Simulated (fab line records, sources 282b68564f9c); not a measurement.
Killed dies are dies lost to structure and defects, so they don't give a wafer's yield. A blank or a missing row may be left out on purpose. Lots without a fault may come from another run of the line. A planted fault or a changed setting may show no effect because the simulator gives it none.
Which tool did it? | flow rit_cmos | 14 lots, 42 wafers sampled, at 2 steps of a route of 202

WHAT THE GAUGES READ, wafer by wafer
The record holds no reading of a measuring or inspecting step that can be judged against a usual standard deviation.

WHICH TOOL RAN EACH LOT (tool, then ch and the chambers of the sampled wafers, then the start)
lot  | RIT_FOX2_OXIDATION_00        | RIT_M1_PROBE_99
L381 | furnace-03 ch 0, day 1 19:29 | -
L382 | furnace-03 ch 0, day 2 01:15 | -
L383 | furnace-01 ch 0, day 2 06:50 | -
L385 | furnace-01 ch 0, day 2 15:43 | -
L386 | furnace-03 ch 0, day 2 20:55 | -
L387 | furnace-01 ch 0, day 3 01:18 | -
L391 | furnace-01 ch 0, day 3 20:35 | -
L393 | furnace-04 ch 0, day 4 05:49 | -
L394 | furnace-03 ch 0, day 4 10:49 | prober-01, day 6 05:05
L395 | furnace-01 ch 0, day 4 17:08 | -
L397 | furnace-01 ch 0, day 5 03:18 | -
L398 | furnace-03 ch 0, day 5 07:19 | prober-01, day 6 23:55
L400 | furnace-04 ch 0, day 5 17:08 | prober-01, day 7 11:56
L403 | furnace-04 ch 0, day 6 07:56 | prober-02, day 8 02:33
- RIT_FOX2_OXIDATION_00: target thk 350.7 nm, ox time 1130 s.
- RIT_M1_PROBE_99

WHAT THE TOOLS THEMSELVES READ (means of the sampled wafers that have a number; where no wafer has one, the mark that the record gives instead)
RIT_FOX2_OXIDATION_00.
lot  | tool       | spike_tc_centre_C (C)
L381 | furnace-03 | 1103.2
L382 | furnace-03 | 1102.0
L383 | furnace-01 | 1101.3
L385 | furnace-01 | 1100.7
L386 | furnace-03 | 1103.3
L387 | furnace-01 | 1100.7
L391 | furnace-01 | 1101.1
L393 | furnace-04 | 1101.5
L394 | furnace-03 | 1102.8
L395 | furnace-01 | 1102.6
L397 | furnace-01 | 1101.8
L398 | furnace-03 | 1102.3
L400 | furnace-04 | 1100.6
L403 | furnace-04 | 1100.3

RIT_M1_PROBE_99.
lot  | tool      | killed_at_contacts | killed_at_front_end | killed_dies | killed_on_rim | killed_open | killed_short
L394 | prober-01 | 0.0                | 4                   | 4           | 1.7           | 2.3         | 1.7
L398 | prober-01 | 0.0                | 5                   | 5           | 2.7           | 1.7         | 3.7
L400 | prober-01 | 0.0                | 169                 | 169         | 42.7          | 1.7         | 1.7
L403 | prober-02 | 0.3                | 177                 | 177         | 48.0          | 1.3         | 2.3

THE ANSWER, worked out from the rows above alone
Rule: what is usual is taken from the lots themselves. Put in order of their means at a reading, lots are off if they are a third of the lots or fewer, leave a main group of 4 or more, and stand apart from it by a gap of 3 or more times the standard deviation of the main group's means; of several such gaps the widest counts. A main group whose means are all the same, to the digits that the tables above print for the reading, isn't used. A lot without any number at a reading at which 4 lots or more have one is off too. The other lots that the step has rows for count as sound. The gauges are gone through in route order, then the tools' own readings, and for those a lot's mean is taken as printed above. The first step at which some lot is off is used, and at that step the reading that is off furthest; a lot without a number counts as furthest.
No lot is off at any reading shown: from this, nothing can be told.

WHAT THE SIMULATOR HAD PUT IN
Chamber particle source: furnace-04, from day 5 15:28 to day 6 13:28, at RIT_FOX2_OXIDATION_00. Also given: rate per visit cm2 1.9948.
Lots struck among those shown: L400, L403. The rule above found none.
